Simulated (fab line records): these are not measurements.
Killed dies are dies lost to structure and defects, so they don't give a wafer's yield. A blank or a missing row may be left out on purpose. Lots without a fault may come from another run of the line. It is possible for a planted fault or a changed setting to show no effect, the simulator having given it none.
Which tool was responsible? + flow ritCmos + 14 lots with 42 wafers sampled at 4 steps, on a route of 202 steps

== WHAT THE GAUGES SHOWED, per wafer ==
RIT_SILICIDE_RS_MEAS_02: uses a four-point probe to measure. Usual: SILICIDE_TI_RS 48.1 ohm/sq, standard deviation 0.76.
| lot  | measured    | on           | SILICIDE_TI_RS (ohm/sq) | flag |
|------|-------------|--------------|-------------------------|------|
| L448 | day 3 03:56 | filmMetro-04 | 48.8 48.7 47.6          |      |
| L449 | day 3 08:43 | filmMetro-01 | 48.5 47.9 47.3          |      |
| L451 | day 4 00:32 | filmMetro-04 | 48.8 47.7 47.1          |      |
| L452 | day 4 06:41 | filmMetro-04 | 50.1 48.1 49.5          |      |
| L454 | day 4 14:22 | filmMetro-04 | 47.9 48.3 47.5          |      |
| L455 | day 4 19:29 | filmMetro-04 | 49.6 48.5 48.4          |      |
| L456 | day 5 02:50 | filmMetro-01 | 48.2 47.0 47.4          |      |
| L457 | day 5 08:05 | filmMetro-04 | 48.2 47.9 47.8          |      |
| L458 | day 5 14:34 | filmMetro-01 | 48.9 49.7 48.5          |      |
| L459 | day 5 17:08 | filmMetro-04 | 48.8 48.8 47.4          |      |
| L468 | day 8 05:24 | filmMetro-04 | 47.8 48.5 47.6          |      |
| L469 | day 8 06:56 | filmMetro-04 | 48.2 47.6 46.8          |      |
| L470 | day 8 18:00 | filmMetro-01 | 46.7 46.4 48.1          |      |
| L471 | day 8 19:48 | filmMetro-01 | 47.1 47.7 48.1          |      |

RIT_M1_THK_MEAS_02: measures by xrf. Usual: M1_AL_THK 405 nm, standard deviation 5.1.
| lot  | measured    | on           | M1_AL_THK (nm) | flag |
|------|-------------|--------------|----------------|------|
| L448 | day 3 07:04 | filmMetro-02 | 410 413 406    |      |
| L449 | day 3 11:45 | filmMetro-03 | 407 408 406    |      |
| L451 | day 4 03:37 | filmMetro-01 | 398 402 395    |      |
| L452 | day 4 09:40 | filmMetro-02 | 409 407 400    |      |
| L454 | day 4 17:44 | filmMetro-02 | 402 399 395    |      |
| L455 | day 4 22:38 | filmMetro-01 | 407 404 398    |      |
| L456 | day 5 06:04 | filmMetro-02 | 406 401 402    |      |
| L457 | day 5 11:06 | filmMetro-02 | 408 407 415    |      |
| L458 | day 5 17:43 | filmMetro-02 | 413 402 408    |      |
| L459 | day 5 20:06 | filmMetro-02 | 406 408 404    |      |
| L468 | day 8 08:33 | filmMetro-01 | 410 409 406    |      |
| L469 | day 8 09:57 | filmMetro-02 | 392 400 407    |      |
| L470 | day 8 21:21 | filmMetro-02 | 407 403 403    |      |
| L471 | day 8 23:05 | filmMetro-03 | 405 410 412    |      |

RIT_M1_CD_MEAS_90: target cd 2600 nm. Usual: cdNm 2599.5 nm, standard deviation 2.3.
| lot  | measured    | on       | cdNm (nm)            | flag |
|------|-------------|----------|----------------------|------|
| L448 | day 3 08:55 | cdSem-02 | 2599.6 2601.6 2600.8 |      |
| L449 | day 3 13:37 | cdSem-02 | 2607.7 2600.1 2605.1 |      |
| L451 | day 4 05:38 | cdSem-01 | 2599.7 2600.8 2598.6 |      |
| L452 | day 4 11:40 | cdSem-02 | 2599.6 2603.1 2602.6 |      |
| L454 | day 4 19:46 | cdSem-01 | 2598.4 2597.0 2600.0 |      |
| L455 | day 5 00:30 | cdSem-01 | 2600.7 2599.7 2599.1 |      |
| L456 | day 5 08:02 | cdSem-01 | 2598.7 2599.0 2599.2 |      |
| L457 | day 5 13:15 | cdSem-01 | 2601.3 2598.1 2598.2 |      |
| L458 | day 5 19:52 | cdSem-01 | 2601.8 2601.6 2600.7 |      |
| L459 | day 5 21:59 | cdSem-02 | 2600.8 2601.5 2600.1 |      |
| L468 | day 8 10:40 | cdSem-01 | 2599.0 2599.6 2599.3 |      |
| L469 | day 8 12:07 | cdSem-01 | 2597.5 2597.0 2598.0 |      |
| L470 | day 8 23:22 | cdSem-02 | 2599.0 2596.0 2598.1 |      |
| L471 | day 9 01:08 | cdSem-01 | 2603.1 2602.1 2602.3 |      |

== WHAT TOOL EACH LOT RAN ON (gives the tool, then ch and the chambers of the sampled wafers, and finally the start) ==
| lot  | RIT_NWELL_DEVELOP_05            |
|------|---------------------------------|
| L448 | lithoTrack-04 ch 0, day 1 22:00 |
| L449 | lithoTrack-01 ch 0, day 2 01:00 |
| L451 | lithoTrack-01 ch 0, day 2 13:00 |
| L452 | lithoTrack-04 ch 0, day 2 17:00 |
| L454 | lithoTrack-02 ch 0, day 3 04:00 |
| L455 | lithoTrack-02 ch 0, day 3 09:00 |
| L456 | lithoTrack-01 ch 0, day 3 18:00 |
| L457 | lithoTrack-02 ch 0, day 3 21:00 |
| L458 | lithoTrack-01 ch 0, day 4 01:00 |
| L459 | lithoTrack-04 ch 0, day 4 05:00 |
| L468 | lithoTrack-04, day 6 13:00      |
| L469 | lithoTrack-02, day 6 13:00      |
| L470 | lithoTrack-04 ch 0, day 7 03:00 |
| L471 | lithoTrack-02 ch 0, day 7 04:00 |
- RIT_NWELL_DEVELOP_05: develop time 68 s.

== AS READ BY THE TOOLS THEMSELVES (means over the sampled wafers that have a number; for cases with no such wafer, the mark the record gives instead) ==
RIT_NWELL_DEVELOP_05. Usual: chillPlateTempC 23.01 C, standard deviation 0.099.
| lot  | tool          | chillPlateTempC (C) | flag |
|------|---------------|---------------------|------|
| L448 | lithoTrack-04 | 23.14               |      |
| L449 | lithoTrack-01 | 22.92               |      |
| L451 | lithoTrack-01 | 22.97               |      |
| L452 | lithoTrack-04 | 23.02               |      |
| L454 | lithoTrack-02 | 23.15               |      |
| L455 | lithoTrack-02 | 23.12               |      |
| L456 | lithoTrack-01 | 23.13               |      |
| L457 | lithoTrack-02 | 23.08               |      |
| L458 | lithoTrack-01 | 22.99               |      |
| L459 | lithoTrack-04 | 22.87               |      |
| L468 | lithoTrack-04 | -                   | OFF  |
| L469 | lithoTrack-02 | -                   | OFF  |
| L470 | lithoTrack-04 | 23.08               |      |
| L471 | lithoTrack-02 | 22.95               |      |

== THE ANSWER, worked out from the rows above alone ==
Rule: a lot is off if the mean of its wafers that have a number lies more than 3 standard deviations from the usual mean. A lot without any number at a reading at which 4 lots or more have one is off too. All remaining lots with rows at the step are treated as sound. After the gauges, taken in route order, come the tools' own readings; for these a lot's mean is taken, as printed above. The first step at which some lot is off is used, and at that step the reading that is off furthest; a lot without a number counts as furthest.
Off, at RIT_NWELL_DEVELOP_05 on chillPlateTempC: L468, L469. Without a number there: L468, L469.
A tool fits if, at that step or a process step before it, it ran every lot that is off, and no sound lot after the first of them. None of those tried fits.

== WHAT THE SIMULATOR HAD PUT IN ==
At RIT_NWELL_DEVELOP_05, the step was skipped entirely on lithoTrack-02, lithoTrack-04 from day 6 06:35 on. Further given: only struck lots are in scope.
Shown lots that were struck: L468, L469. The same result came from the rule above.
